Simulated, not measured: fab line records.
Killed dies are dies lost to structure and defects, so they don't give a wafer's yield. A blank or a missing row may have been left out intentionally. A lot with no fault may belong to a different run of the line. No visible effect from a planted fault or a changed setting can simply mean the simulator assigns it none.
fab line records	flow berkeley-cmos170
record lots=24	wafers=72	last-day=12
route steps=331 shown ACTIVE@63 NLDD@164 NSD@197 SILICIDE@212 CONTACT@232 M2@291
lots that met no fault: taken from a fault-free run of the same line
start-h: start of the lot's first displayed wafer, in hours after the record's first day	wait-h: hours from the lot's prior step to this one	" unchanged from the row above	L1.1+2: a single row standing in for several wafers	- no value, or no start was given	* or withheld: withheld	< > ~ a bound
route shown NAME@n: NAME is a module with steps in the file, n the number in the route of the first one	usual: the fault-free wafers' mean and standard deviation	same: alike in all rows	chamber/n: place in a boat	sites: the reading at each site	_std_site: the values' standard deviation	_edge_site: the outer-site mean with the inner-site mean subtracted	radius-mm: for every site, how far away it sits from the centre of the wafer	mask NAME#n: copy n	behind: the most recent tool/chamber to have shaped the wafer	hold: reason for holding the lot/hours on hold/outcome of the hold	device: the n, p or np transistor that did not switch	end of line: at the end of the route, the tests of the same wafers	where a step has no rows: the recipe by itself	killed: not the wafer's yield, but the dies lost to structure and defects at the first sort	map: shows each die of a wafer: x if killed, . if not, _ if none is there
set.NAME: the setting the step ran with; set.NAME@STEP: the setting that earlier step ran with	model.NAME: the simulator's own value behind a step, which no gauge read
a sample of lots followed through the steps of the route, with each step as a table and each wafer as a row
## steps
# step UCB170_ACTIVE_THK_MEAS_03
# recipe reads=SiO2_of_ACTIVE_OXIDATION_02
# usual ACTIVE_OXIDE_THK=26.5/0.55
lot.wafer	tool	chamber	start-h	wait-h	ACTIVE_OXIDE_THK[nm]
L074.2	film-metro-02	-	75.21	0.0	26.6
L074.3	"	-	"	"	26.9
L074.4	"	-	"	"	26.2
L075.2	film-metro-03	-	75.21	0.0	25.2
L075.4	"	-	"	"	25.8
L075.6	"	-	"	"	25.6
L076.2	film-metro-01	-	75.21	0.0	26.7
L076.3	"	-	"	"	26.8
L076.6	"	-	"	"	27.0
L077.2	film-metro-01	-	81.65	0.0	26.2
L077.4	"	-	"	"	26.6
L077.5	"	-	"	"	26.1
L079.1	film-metro-02	-	90.93	0.0	26.6
L079.2	"	-	"	"	26.2
L079.5	"	-	"	"	26.5
L078.2	film-metro-03	-	90.96	0.0	25.9
L078.5	"	-	"	"	26.3
L078.6	"	-	"	"	25.7
L080.1	film-metro-02	-	98.41	0.0	26.4
L080.2	"	-	"	"	26.3
L080.3	"	-	"	"	26.3
L081.1	film-metro-03	-	98.41	0.0	25.9
L081.5	"	-	"	"	26.2
L081.6	"	-	"	"	26.1
L082.1	film-metro-02	-	114.49	0.0	27.2
L082.3	"	-	"	"	26.7
L082.4	"	-	"	"	27.1
L083.2	film-metro-01	-	114.51	0.0	26.9
L083.5	"	-	"	"	26.6
L083.6	"	-	"	"	26.4
L084.1	film-metro-02	-	118.68	0.0	27.0
L084.2	"	-	"	"	26.5
L084.6	"	-	"	"	26.6
L086.2	film-metro-03	-	118.73	0.1	26.9
L086.4	"	-	"	"	26.5
L086.6	"	-	"	"	26.9
L085.1	film-metro-01	-	124.13	0.0	26.7
L085.3	"	-	"	"	27.1
L085.6	"	-	"	"	26.8
L087.2	film-metro-02	-	124.14	0.0	25.3
L087.4	"	-	"	"	25.9
L087.5	"	-	"	"	25.5
L088.1	film-metro-03	-	137.25	0.0	26.1
L088.4	"	-	"	"	26.1
L088.5	"	-	"	"	26.0
L089.2	film-metro-02	-	144.19	0.0	25.5
L089.4	"	-	"	"	26.0
L089.5	"	-	"	"	25.8
L090.3	film-metro-03	-	144.20	0.0	26.6
L090.4	"	-	"	"	27.1
L090.6	"	-	"	"	27.4
L091.1	film-metro-01	-	151.58	0.0	27.3
L091.3	"	-	"	"	27.3
L091.6	"	-	"	"	27.3
L093.2	film-metro-03	-	161.73	0.0	26.8
L093.3	"	-	"	"	26.8
L093.4	"	-	"	"	27.0
L092.4	film-metro-02	-	161.75	0.0	25.7
L092.5	"	-	"	"	26.1
L092.6	"	-	"	"	26.1
L094.1	film-metro-03	-	167.73	0.0	27.2
L094.4	"	-	"	"	27.3
L094.5	"	-	"	"	27.8
L096.1	film-metro-02	-	174.18	0.0	26.3
L096.2	"	-	"	"	26.2
L096.4	"	-	"	"	25.7
L095.1	film-metro-01	-	180.92	0.0	26.3
L095.3	"	-	"	"	26.6
L095.5	"	-	"	"	26.4
L097.1	film-metro-02	-	180.92	0.0	26.9
L097.2	"	-	"	"	26.7
L097.5	"	-	"	"	27.0
# step UCB170_NLDD_CD_MEAS_06
# recipe target-cd-nm=1200
# usual cd-nm=1200.1/1.6
lot.wafer	tool	chamber	start-h	wait-h	cd-nm
L074.2	cd-sem-02	-	130.15	-	1203.0
L074.3	"	-	"	"	1201.7
L074.4	"	-	"	"	1200.3
L077.2	cd-sem-02	-	130.27	-	1198.7
L077.4	"	-	"	"	1200.0
L077.5	"	-	"	"	1198.6
L076.2	cd-sem-02	-	130.79	-	1199.9
L076.3	"	-	"	"	1199.5
L076.6	"	-	"	"	1198.3
L075.2	cd-sem-02	-	131.03	-	1199.9
L075.4	"	-	"	"	1202.4
L075.6	"	-	"	"	1203.4
L079.1	cd-sem-02	-	138.74	-	1195.8
L079.2	"	-	"	"	1197.8
L079.5	"	-	"	"	1196.7
L078.2	cd-sem-02	-	139.04	-	1200.0
L078.5	"	-	"	"	1199.7
L078.6	"	-	"	"	1200.2
L081.1	cd-sem-02	-	152.95	-	1199.5
L081.5	"	-	"	"	1200.1
L081.6	"	-	"	"	1200.6
L080.1	cd-sem-02	-	153.19	-	1201.0
L080.2	"	-	"	"	1201.7
L080.3	"	-	"	"	1200.4
L083.2	cd-sem-01	-	168.87	-	1199.1
L083.5	"	-	"	"	1199.5
L083.6	"	-	"	"	1199.2
L086.2	cd-sem-01	-	169.35	-	1202.6
L086.4	"	-	"	"	1202.6
L086.6	"	-	"	"	1203.1
L085.1	cd-sem-01	-	169.69	-	1200.6
L085.3	"	-	"	"	1199.7
L085.6	"	-	"	"	1200.7
L087.2	cd-sem-01	-	169.95	-	1200.1
L087.4	"	-	"	"	1199.6
L087.5	"	-	"	"	1200.4
L084.1	cd-sem-01	-	170.05	-	1199.7
L084.2	"	-	"	"	1200.6
L084.6	"	-	"	"	1200.0
L082.1	cd-sem-01	-	170.29	-	1202.4
L082.3	"	-	"	"	1203.2
L082.4	"	-	"	"	1201.1
L088.1	cd-sem-02	-	191.93	-	1201.7
L088.4	"	-	"	"	1201.0
L088.5	"	-	"	"	1202.2
L090.3	cd-sem-01	-	192.35	-	1198.7
L090.4	"	-	"	"	1200.5
L090.6	"	-	"	"	1199.8
L089.2	cd-sem-02	-	192.57	-	1198.7
L089.4	"	-	"	"	1199.7
L089.5	"	-	"	"	1199.1
L091.1	cd-sem-02	-	203.62	-	1198.3
L091.3	"	-	"	"	1200.4
L091.6	"	-	"	"	1200.6
L093.2	cd-sem-02	-	218.77	-	1197.8
L093.3	"	-	"	"	1197.1
L093.4	"	-	"	"	1198.1
L092.4	cd-sem-01	-	219.09	-	1198.7
L092.5	"	-	"	"	1198.8
L092.6	"	-	"	"	1199.0
L094.1	cd-sem-01	-	231.67	-	1198.6
L094.4	"	-	"	"	1199.4
L094.5	"	-	"	"	1199.8
L096.1	cd-sem-01	-	231.96	-	1200.4
L096.2	"	-	"	"	1200.9
L096.4	"	-	"	"	1199.7
L095.1	cd-sem-01	-	240.89	-	1200.7
L095.3	"	-	"	"	1201.6
L095.5	"	-	"	"	1200.7
L097.1	cd-sem-02	-	241.05	-	1200.4
L097.2	"	-	"	"	1199.5
L097.5	"	-	"	"	1200.3
# step UCB170_NSD_TW_MEAS_10
# usual NSD_TW=4148/42
lot.wafer	tool	chamber	start-h	wait-h	NSD_TW
L074.2	film-metro-03	-	138.65	0.1	4072
L074.3	"	-	"	"	4072
L074.4	"	-	"	"	4082
L076.2	film-metro-02	-	139.04	0.1	4171
L076.3	"	-	"	"	4159
L076.6	"	-	"	"	4183
L077.2	film-metro-02	-	139.31	0.1	4178
L077.4	"	-	"	"	4195
L077.5	"	-	"	"	4158
L075.2	film-metro-02	-	139.67	0.1	4185
L075.4	"	-	"	"	4176
L075.6	"	-	"	"	4171
L079.1	film-metro-01	-	147.35	0.1	4186
L079.2	"	-	"	"	4167
L079.5	"	-	"	"	4172
L078.2	film-metro-02	-	147.48	0.1	4178
L078.5	"	-	"	"	4176
L078.6	"	-	"	"	4186
L081.1	film-metro-02	-	161.19	0.1	4185
L081.5	"	-	"	"	4214
L081.6	"	-	"	"	4193
L080.1	film-metro-01	-	161.52	0.1	4183
L080.2	"	-	"	"	4169
L080.3	"	-	"	"	4173
L083.2	film-metro-02	-	177.51	0.1	4163
L083.5	"	-	"	"	4157
L083.6	"	-	"	"	4154
L086.2	film-metro-01	-	177.80	0.1	4164
L086.4	"	-	"	"	4135
L086.6	"	-	"	"	4167
L085.1	film-metro-03	-	178.07	0.1	4067
L085.3	"	-	"	"	4087
L085.6	"	-	"	"	4092
L087.2	film-metro-02	-	178.09	0.1	4133
L087.4	"	-	"	"	4151
L087.5	"	-	"	"	4147
L082.1	film-metro-01	-	178.32	0.1	4165
L082.3	"	-	"	"	4141
L082.4	"	-	"	"	4160
L084.1	film-metro-03	-	178.56	0.1	4072
L084.2	"	-	"	"	4095
L084.6	"	-	"	"	4073
L088.1	film-metro-03	-	199.60	0.1	4076
L088.4	"	-	"	"	4075
L088.5	"	-	"	"	4092
L090.3	film-metro-01	-	199.74	0.1	4164
L090.4	"	-	"	"	4177
L090.6	"	-	"	"	4172
L089.2	film-metro-01	-	200.05	0.1	4217
L089.4	"	-	"	"	4185
L089.5	"	-	"	"	4176
L091.1	film-metro-03	-	211.35	0.1	4077
L091.3	"	-	"	"	4086
L091.6	"	-	"	"	4100
L093.2	film-metro-03	-	226.81	0.1	4106
L093.3	"	-	"	"	4121
L093.4	"	-	"	"	4131
L092.4	film-metro-02	-	227.15	0.1	4175
L092.5	"	-	"	"	4152
L092.6	"	-	"	"	4159
L094.1	film-metro-03	-	242.12	0.1	4091
L094.4	"	-	"	"	4080
L094.5	"	-	"	"	4110
L096.1	film-metro-02	-	242.51	0.1	4151
L096.2	"	-	"	"	4163
L096.4	"	-	"	"	4163
L095.1	film-metro-02	-	249.90	0.1	4196
L095.3	"	-	"	"	4200
L095.5	"	-	"	"	4173
L097.1	film-metro-01	-	250.10	0.1	4202
L097.2	"	-	"	"	4177
L097.5	"	-	"	"	4187
# step UCB170_SILICIDE_RS_MEAS_02
# recipe thk-meas-gauge=four-point-probe	reads=Ti_of_SILICIDE_SPUTTER_01
# usual SILICIDE_TI_RS=26.1/0.38
lot.wafer	tool	chamber	start-h	wait-h	SILICIDE_TI_RS[ohm/sq]
L074.2	film-metro-04	-	140.48	0.1	26.4
L074.3	"	-	"	"	26.2
L074.4	"	-	"	"	26.4
L076.2	film-metro-04	-	140.84	0.0	25.7
L076.3	"	-	"	"	26.1
L076.6	"	-	"	"	26.0
L077.2	film-metro-03	-	141.19	0.0	26.2
L077.4	"	-	"	"	25.8
L077.5	"	-	"	"	26.2
L075.2	film-metro-04	-	141.48	0.0	26.3
L075.4	"	-	"	"	26.2
L075.6	"	-	"	"	26.1
L079.1	film-metro-03	-	149.32	0.0	26.0
L079.2	"	-	"	"	26.5
L079.5	"	-	"	"	26.4
L078.2	film-metro-04	-	149.57	0.0	25.8
L078.5	"	-	"	"	26.0
L078.6	"	-	"	"	25.9
L081.1	film-metro-04	-	162.95	0.0	26.5
L081.5	"	-	"	"	26.1
L081.6	"	-	"	"	25.6
L080.1	film-metro-04	-	163.49	0.0	26.4
L080.2	"	-	"	"	26.0
L080.3	"	-	"	"	26.8
L083.2	film-metro-04	-	179.24	0.0	25.1
L083.5	"	-	"	"	25.8
L083.6	"	-	"	"	26.0
L086.2	film-metro-04	-	179.55	0.0	25.9
L086.4	"	-	"	"	25.9
L086.6	"	-	"	"	25.9
L085.1	film-metro-04	-	179.78	0.0	27.1
L085.3	"	-	"	"	26.3
L085.6	"	-	"	"	26.3
L087.2	film-metro-04	-	179.98	0.2	26.4
L087.4	"	-	"	"	26.6
L087.5	"	-	"	"	26.7
L082.1	film-metro-01	-	180.20	0.0	26.2
L082.3	"	-	"	"	25.8
L082.4	"	-	"	"	26.3
L084.1	film-metro-04	-	180.24	0.0	26.1
L084.2	"	-	"	"	25.7
L084.6	"	-	"	"	25.7
L088.1	film-metro-04	-	201.83	0.0	25.7
L088.4	"	-	"	"	25.3
L088.5	"	-	"	"	25.2
L090.3	film-metro-04	-	202.05	0.2	26.9
L090.4	"	-	"	"	26.8
L090.6	"	-	"	"	26.9
L089.2	film-metro-01	-	202.34	0.0	25.6
L089.4	"	-	"	"	26.1
L089.5	"	-	"	"	25.7
L091.1	film-metro-03	-	213.03	0.0	26.5
L091.3	"	-	"	"	26.4
L091.6	"	-	"	"	26.6
L093.2	film-metro-01	-	231.40	0.0	26.2
L093.3	"	-	"	"	26.0
L093.4	"	-	"	"	26.1
L092.4	film-metro-03	-	231.44	0.1	26.2
L092.5	"	-	"	"	26.1
L092.6	"	-	"	"	25.8
L094.1	film-metro-03	-	247.33	0.0	25.9
L094.4	"	-	"	"	26.1
L094.5	"	-	"	"	26.0
L096.1	film-metro-04	-	247.33	0.0	26.1
L096.2	"	-	"	"	26.5
L096.4	"	-	"	"	26.5
L095.1	film-metro-04	-	255.06	0.0	25.8
L095.3	"	-	"	"	26.1
L095.5	"	-	"	"	26.0
L097.1	film-metro-01	-	255.06	0.0	26.7
L097.2	"	-	"	"	26.8
L097.5	"	-	"	"	26.6
# step UCB170_CONTACT_OVL_MEAS_16
# usual CONTACT_OVL=3/4.9
lot.wafer	tool	chamber	start-h	wait-h	CONTACT_OVL[nm]
L074.2	overlay-01	-	144.79	0.1	1
L074.3	"	-	"	"	-7
L074.4	"	-	"	"	-3
L076.2	overlay-02	-	145.76	0.1	11
L076.3	"	-	"	"	4
L076.6	"	-	"	"	14
L075.2	overlay-02	-	146.00	0.1	3
L075.4	"	-	"	"	0
L075.6	"	-	"	"	5
L077.2	overlay-01	-	146.42	0.1	-6
L077.4	"	-	"	"	1
L077.5	"	-	"	"	4
L079.1	overlay-01	-	154.92	0.1	9
L079.2	"	-	"	"	6
L079.5	"	-	"	"	13
L078.2	overlay-01	-	156.10	0.1	3
L078.5	"	-	"	"	2
L078.6	"	-	"	"	4
L081.1	overlay-02	-	167.79	0.1	4
L081.5	"	-	"	"	11
L081.6	"	-	"	"	-1
L080.1	overlay-01	-	173.43	0.1	10
L080.2	"	-	"	"	-7
L080.3	"	-	"	"	3
L083.2	overlay-02	-	183.45	0.1	-2
L083.5	"	-	"	"	6
L083.6	"	-	"	"	-1
L086.2	overlay-01	-	185.99	0.1	6
L086.4	"	-	"	"	4
L086.6	"	-	"	"	5
L085.1	overlay-02	-	186.12	0.1	6
L085.3	"	-	"	"	3
L085.6	"	-	"	"	4
L087.2	overlay-02	-	186.16	0.1	2
L087.4	"	-	"	"	-3
L087.5	"	-	"	"	3
L082.1	overlay-01	-	186.40	0.1	6
L082.3	"	-	"	"	1
L082.4	"	-	"	"	7
L084.1	overlay-02	-	186.52	0.1	1
L084.2	"	-	"	"	6
L084.6	"	-	"	"	6
L088.1	overlay-02	-	206.03	0.1	2
L088.4	"	-	"	"	12
L088.5	"	-	"	"	3
L090.3	overlay-01	-	206.49	0.1	-1
L090.4	"	-	"	"	-5
L090.6	"	-	"	"	-4
L089.2	overlay-01	-	208.22	0.1	6
L089.4	"	-	"	"	11
L089.5	"	-	"	"	16
L091.1	overlay-02	-	217.59	0.1	4
L091.3	"	-	"	"	5
L091.6	"	-	"	"	4
L092.4	overlay-02	-	238.02	0.1	4
L092.5	"	-	"	"	4
L092.6	"	-	"	"	1
L093.2	overlay-01	-	238.28	0.1	7
L093.3	"	-	"	"	7
L093.4	"	-	"	"	7
L096.1	overlay-01	-	255.18	0.1	0
L096.2	"	-	"	"	0
L096.4	"	-	"	"	-5
L094.1	overlay-01	-	255.38	0.1	-5
L094.4	"	-	"	"	12
L094.5	"	-	"	"	8
L097.1	overlay-02	-	260.25	0.1	3
L097.2	"	-	"	"	2
L097.5	"	-	"	"	3
L095.1	overlay-01	-	260.61	0.1	7
L095.3	"	-	"	"	12
L095.5	"	-	"	"	5
# step UCB170_M2_CD_MEAS_90
# recipe target-cd-nm=700
# usual cd-nm=702/3.1
lot.wafer	tool	chamber	start-h	wait-h	cd-nm
L074.2	cd-sem-02	-	156.24	0.2	704
L074.3	"	-	"	"	699
L074.4	"	-	"	"	703
L076.2	cd-sem-02	-	157.44	0.3	697
L076.3	"	-	"	"	697
L076.6	"	-	"	"	699
L075.2	cd-sem-02	-	157.80	0.2	700
L075.4	"	-	"	"	702
L075.6	"	-	"	"	704
L077.2	cd-sem-02	-	157.92	0.2	699
L077.4	"	-	"	"	698
L077.5	"	-	"	"	697
L079.1	cd-sem-01	-	169.09	0.2	705
L079.2	"	-	"	"	702
L079.5	"	-	"	"	701
L078.2	cd-sem-01	-	169.47	0.3	699
L078.5	"	-	"	"	699
L078.6	"	-	"	"	700
L081.1	cd-sem-01	-	179.87	0.1	696
L081.5	"	-	"	"	697
L081.6	"	-	"	"	703
L080.1	cd-sem-02	-	187.56	0.1	696
L080.2	"	-	"	"	703
L080.3	"	-	"	"	699
L086.2	cd-sem-02	-	197.14	0.1	702
L086.4	"	-	"	"	702
L086.6	"	-	"	"	704
L085.1	cd-sem-01	-	197.84	0.1	700
L085.3	"	-	"	"	700
L085.6	"	-	"	"	700
L083.2	cd-sem-01	-	198.17	0.1	699
L083.5	"	-	"	"	705
L083.6	"	-	"	"	701
L082.1	cd-sem-02	-	198.43	0.1	701
L082.3	"	-	"	"	706
L082.4	"	-	"	"	706
L084.1	cd-sem-02	-	198.57	0.1	696
L084.2	"	-	"	"	701
L084.6	"	-	"	"	701
L087.2	cd-sem-01	-	198.98	0.1	700
L087.4	"	-	"	"	699
L087.5	"	-	"	"	698
L088.1	cd-sem-01	-	218.51	0.1	703
L088.4	"	-	"	"	699
L088.5	"	-	"	"	702
L090.3	cd-sem-02	-	219.03	0.1	702
L090.4	"	-	"	"	702
L090.6	"	-	"	"	699
L089.2	cd-sem-01	-	219.29	0.1	706
L089.4	"	-	"	"	705
L089.5	"	-	"	"	694
L091.1	cd-sem-02	-	229.27	0.1	707
L091.3	"	-	"	"	704
L091.6	"	-	"	"	703
L092.4	cd-sem-01	-	251.23	0.1	709
L092.5	"	-	"	"	705
L092.6	"	-	"	"	704
L093.2	cd-sem-02	-	251.45	0.1	700
L093.3	"	-	"	"	701
L093.4	"	-	"	"	702
L096.1	cd-sem-02	-	267.15	0.2	702
L096.2	"	-	"	"	702
L096.4	"	-	"	"	703
L094.1	cd-sem-02	-	267.27	0.2	706
L094.4	"	-	"	"	699
L094.5	"	-	"	"	700
L097.1	cd-sem-02	-	270.88	0.1	705
L097.2	"	-	"	"	700
L097.5	"	-	"	"	699
L095.1	cd-sem-01	-	278.35	0.1	705
L095.3	"	-	"	"	704
L095.5	"	-	"	"	707
## key
fault none
